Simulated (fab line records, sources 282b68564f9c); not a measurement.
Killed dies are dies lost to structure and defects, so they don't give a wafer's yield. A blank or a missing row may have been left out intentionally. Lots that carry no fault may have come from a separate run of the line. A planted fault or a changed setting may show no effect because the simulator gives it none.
A struck lot beside a sound one || flow rit cmos || 28 steps out of a route of 202
Sound: the wafers L398.3, L398.4, L398.5. Wafers struck: L408.2, L408.4, L408.6. The cause is given at the end.
Per side, at each step with rows, come the tool, then ch with its chambers, and then its first start. Under that, the readings that differ: sound wafers || struck wafers || difference of the means || sigmas: that difference in standard deviations of wafers without a fault.
alike: readings with means less than 2 such deviations apart, plus words and numbers identical on both sides. not compared: withheld readings, readings lacking a value on some wafer, bounds such as >300 that could conceal the same value, and numbers that have no deviation in the record and whose values overlap.
The two part at a step that has a row with sigmas, a row that says differs or no value, or rows on one side only. When numbers do not overlap yet have no deviation, they are printed without sigmas and do not part them. Lack of a reading on every wafer of one side parts them only where that side has two or more wafers.

RIT_ACTIVE_BOW_MEAS_00:
  sound on film metro-02 at day 2 06:02; struck on film metro-03 at day 4 08:01
  alike: INCOMING_BOW
RIT_ACTIVE_OXIDATION_01: target thk 46.8 nm, ox time 3360 s.
  sound on furnace-03 ch 0, day 2 08:29; struck on furnace-03 ch 0, day 4 11:56
{"reading": "model.SiO2_of_ACTIVE_OXIDATION_01.thk nm (nm)", "sound": "46.31 46.77 46.11", "struck": "50.38 51.53 50.79", "difference": "+4.50", "sigmas": ""}
  alike: tube center temp C, zone power centre pct, zone power load pct
RIT_ACTIVE_THK_MEAS_02:
  sound on film metro-01 at day 2 10:26; struck on film metro-01 at day 4 13:53
{"reading": "ACTIVE_OXIDE_THK (nm)", "sound": "46.3 46.8 46.2", "struck": "50.4 51.5 50.9", "difference": "+4.5", "sigmas": "+5"}
then, 1 step without rows for these wafers: RIT_ACTIVE_CVD_03 (deposits Si3N4 from SiH2Cl2/NH3, target thk 150 nm, time 1500 s).
RIT_ACTIVE_THK_MEAS_04:
  sound on film metro-01 at day 2 11:55; struck on film metro-01 at day 4 15:22
  alike: ACTIVE_NITRIDE_THK
then, 6 steps without rows for these wafers: RIT_ACTIVE_HMDS_05 (prime time 60 s); RIT_ACTIVE_COAT_06 (resist thk 1000 nm); RIT_ACTIVE_SOFTBAKE_07 (time 60 s); RIT_ACTIVE_EXPOSE_08 (exposes mask M1, target cd 1400 nm); RIT_ACTIVE_PEB_09; RIT_ACTIVE_DEVELOP_10 (develop time 50 s).
RIT_ACTIVE_CD_MEAS_11 targets a cd of 1400 nm.
  sound on cd sem-02 at day 2 12:58; struck on cd sem-02 at day 4 16:25
  alike: cd nm
then, 1 step without rows for these wafers: RIT_ACTIVE_HARDBAKE_12 (time 60 s).
RIT_ACTIVE_ETCH_13: etches Si3N4 in SF6, stops on SiO2, time 210 s, target depth 210 nm.
  sound on rie diel-04 ch 0,2, day 2 13:12; struck on rie diel-02 ch 0,1,2, day 4 16:40
  alike: drypump motor current A, oes product au, throttle valve pct
  not compared: rf hours counter h
RIT_ACTIVE_STRIP_14: strips in O2, time 180 s.
  sound on plasma asher-03 ch 0,1, day 2 13:23; struck on plasma asher-01 ch 0,1, day 4 16:47
  alike: drypump motor current A, o2 flow sccm
  not compared: rf hours counter h
RIT_ACTIVE_CD_MEAS_90 targets a cd of 1400 nm.
  sound on cd sem-02 at day 2 13:33; struck on cd sem-01 at day 4 16:59
  alike: cd nm
then, 4 steps without rows for these wafers: RIT_ACTIVE_CLEAN_15 (cleans in SC1, time 600 s); RIT_ACTIVE_CLEAN_16 (cleans in dHF, time 30 s); RIT_ACTIVE_CLEAN_17 (cleans in SC2, time 600 s); RIT_FOX1_OXIDATION_00 (target thk 350.7 nm, ox time 1130 s).
RIT_FOX1_THK_MEAS_01:
  sound on film metro-02 at day 2 16:49; struck on film metro-02 at day 4 22:19
  alike: FOX1_OXIDE_THK
then, 2 steps without rows for these wafers: RIT_FOX1_WET_ETCH_02 (etches SiO2 in BOE, target depth 350 nm, time 390 s); RIT_FOX2_OXIDATION_00 (target thk 350.7 nm, ox time 1130 s).
RIT_FOX2_THK_MEAS_01:
  sound on film metro-03 at day 2 19:52; struck on film metro-02 at day 5 00:42
  alike: FOX2_OXIDE_THK
then, 1 step without rows for these wafers: RIT_FOX2_CLEAN_02 (cleans in dHF, time 180 s).
RIT_FOX2_WET_ETCH_03: etches Si3N4 in H3PO4, target depth 195 nm, time 2700 s.
  sound on wet bench-01 ch 2, day 2 19:58; struck on wet bench-02 ch 0, day 5 00:49
{"reading": "model.SiO2_of_ACTIVE_OXIDATION_01.thk nm (nm)", "sound": "41.35 41.75 40.91", "struck": "44.66 45.79 45.15", "difference": "+3.86", "sigmas": ""}
RIT_FOX2_THK_MEAS_90:
  sound on film metro-02 at day 2 20:45; struck on film metro-04 at day 5 02:20
  alike: FIELD_OXIDE_LEFT_1_THK
RIT_M1_PROBE_99:
  record: rows for the struck wafers here (prober-01, day 6 23:14), none for the sound ones

== WHERE THEY PART ==
Last at RIT_M1_PROBE_99 as far as this record goes, first at RIT_ACTIVE_THK_MEAS_02.

WHY: what had been put in by the simulator
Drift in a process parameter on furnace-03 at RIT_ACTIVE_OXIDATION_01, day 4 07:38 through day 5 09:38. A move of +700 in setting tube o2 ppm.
